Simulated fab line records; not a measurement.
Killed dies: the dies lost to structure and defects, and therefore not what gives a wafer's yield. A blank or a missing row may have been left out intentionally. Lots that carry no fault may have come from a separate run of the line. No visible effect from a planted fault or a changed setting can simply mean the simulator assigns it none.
Which tool did it? -- flow berkeley_cmos170 -- 6 lots, 18 wafers sampled, at 1 step of a route of 331

## WHAT THE GAUGES READ, wafer by wafer
UCB170_SACOX_THK_MEAS_02.
lot,measured,on,SACOX_OXIDE_THK (nm)
L548,day 5 18:46,film_metro-04,14.53 14.50 14.49
L549,day 6 15:06,film_metro-04,14.14 14.05 14.17
L551,day 6 15:04,film_metro-02,14.21 14.59 14.21
L553,day 7 06:53,film_metro-04,14.37 14.53 14.57
L555,day 7 06:52,film_metro-02,14.34 14.69 14.61
L566,day 9 23:50,film_metro-01,17.25 17.18 17.11

## EACH LOT AND THE TOOL THAT RAN IT (in order: tool; ch and the chambers of the sampled wafers; start)
The record holds no process step before these readings.

## THE ANSWER, worked out from the rows above alone
Rule: the usual values come from the lots themselves. The widest of any qualifying gaps counts: lots, ordered by their means at a reading, are off when they make up no more than a third of the lots, leave a main group of 4 or more, and stand apart from it by 3 or more times the standard deviation of that group's means. A main group is skipped when, at the precision printed for the reading in the tables above, its means are all equal. A lot without any number at a reading at which 4 lots or more have one is off too. All remaining lots with rows at the step are treated as sound.
Off: at UCB170_SACOX_THK_MEAS_02 (SACOX_OXIDE_THK), L566. The main group: mean 14.40 nm, standard deviation 0.16.
A tool fits if, at a process step before that reading, it ran every lot that is off, and no sound lot after the first of them. Those tools and the gauges at UCB170_SACOX_THK_MEAS_02 are tried in the same way. One fits: UCB170_SACOX_THK_MEAS_02 on film_metro-01. It ran no sound lot before its first lot that is off in this sample, so the start can't be narrowed down.

## WHAT THE SIMULATOR HAD INSERTED
Metrology matching offset: film_metro-01, from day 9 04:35 on, at UCB170_SACOX_THK_MEAS_02. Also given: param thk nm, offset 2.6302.
Struck lots among those shown: L566. This agrees with what the rule above found.
